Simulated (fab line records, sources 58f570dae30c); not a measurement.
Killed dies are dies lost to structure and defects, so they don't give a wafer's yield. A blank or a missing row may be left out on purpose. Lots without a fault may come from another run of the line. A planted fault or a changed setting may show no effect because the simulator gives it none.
Split-lot experiment | flow berkeley_cmos170 | 5 lots, 23 wafers read, on a route of 331 steps

THE SPLIT
At UCB170_PSD_PEB_04, the setting peb_temp_c was moved away from the recipe's 130 C on 8 of the 23 wafers read, by -2.6% to +2.1%. The other wafers ran this setting at the recipe's value.

FROM THE SPLIT TO THE READING: what the file shows between them, 1 step
- UCB170_PSD_DEVELOP_05: develop time 45 s

THE READING
cd_nm, in nm, at UCB170_PSD_CD_MEAS_06 (target cd 1200 nm). Fault-free wafers of this fab line usually give 1199.8 nm, standard deviation 1.2 nm.

wafer  | tool, chamber at the split | peb_temp_c as run, C | against the recipe | cd_nm, nm | against lot-mates on the recipe
L075.1 | litho_track-01, 0          | 132.7                | +2.1%              | 1215.0    | +15.7
L075.2 | litho_track-01, 0          | 130                  | recipe             | 1199.2    | -
L075.4 | litho_track-01, 0          | 130                  | recipe             | 1199.5    | -
L075.5 | litho_track-01, 0          | 132.7                | +2.1%              | 1215.4    | +16.1
L075.6 | litho_track-01, 0          | 130                  | recipe             | 1199.2    | -
L076.1 | litho_track-03, 0          | 127.2                | -2.2%              | 1179.1    | -20.7
L076.2 | litho_track-03, 0          | 130                  | recipe             | 1200.2    | -
L076.3 | litho_track-03, 0          | 130                  | recipe             | 1199.2    | -
L076.4 | litho_track-03, 0          | 130                  | recipe             | 1199.9    | -
L076.5 | litho_track-03, 0          | 127.2                | -2.2%              | 1178.2    | -21.6
L079.1 | litho_track-01, 0          | 131.4                | +1.1%              | 1209.3    | +8.8
L079.3 | litho_track-01, 0          | 130                  | recipe             | 1200.8    | -
L079.4 | litho_track-01, 0          | 131.4                | +1.1%              | 1209.4    | +8.9
L079.5 | litho_track-01, 0          | 130                  | recipe             | 1201.2    | -
L079.6 | litho_track-01, 0          | 130                  | recipe             | 1199.6    | -
L080.1 | litho_track-02, 0          | 130                  | recipe             | 1198.3    | -
L080.3 | litho_track-02, 0          | 130                  | recipe             | 1200.5    | -
L080.4 | litho_track-02, 0          | 126.6                | -2.6%              | 1173.3    | -26.2
L080.5 | litho_track-02, 0          | 126.6                | -2.6%              | 1174.0    | -25.5
L080.6 | litho_track-02, 0          | 130                  | recipe             | 1199.7    | -
L084.1 | litho_track-01, 0          | 130                  | recipe             | 1198.6    | -
L084.2 | litho_track-01, 0          | 130                  | recipe             | 1198.4    | -
L084.3 | litho_track-01, 0          | 130                  | recipe             | 1199.7    | -

THE FIT
A straight line over all 23 wafers: cd_nm changes by +9.14 nm for each +1% of peb_temp_c; r = +0.99; the points scatter about the line by 1.3 nm.
The same after taking each lot's own level away (the mean of its wafers on the recipe; 23 wafers): +9.12 nm for each +1%; r = +0.99; scatter 1.2 nm.
On that fit, the largest move of peb_temp_c shifts the reading by 24 nm.
The lots' own levels span 1198.90 to 1200.53 nm, that is 1.4 times the standard deviation above.
So the lot-to-lot level changes the slope little: the two slopes agree.
Check: with one of the wafers moved furthest among these (-2.6%) left out of the fit, the line predicts -24 nm for it against its lot-mates. It came out at -26.2 nm against them.

OTHER SPLITS ON THESE WAFERS
These wafers also went through other splits before the reading. Each is held against what the fit with the lots' levels taken away leaves over:
other split on the same wafers         | wafers away from the commonest value | r with cd_nm (lot level and that fit taken away)
UCB170_NWELL_CVD_04 pressure_mtorr     | 18                                   | -0.01
UCB170_NWELL_IMPLANT_14 dose_cm2       | 6                                    | +0.22
UCB170_WELLDRIVE_OXIDATION_01 temp_c   | 18                                   | -0.22
UCB170_ACTIVE_CVD_05 sih2cl2_flow_sccm | 15                                   | -0.18
UCB170_ACTIVE_COAT_08 spin_rpm         | 8                                    | -0.18
UCB170_FIELD_OXIDATION_01 temp_c       | 18                                   | -0.17
UCB170_NVT_IMPLANT_07 tilt_deg         | 11                                   | +0.04
UCB170_PLDD_PEB_04 peb_temp_c          | 10                                   | -0.29
UCB170_NLDD_IMPLANT_08 dose_cm2        | 11                                   | -0.26

THE FILE'S OWN FIT
cd_nm changes by +9.19 nm for each +1% of peb_temp_c, r = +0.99.
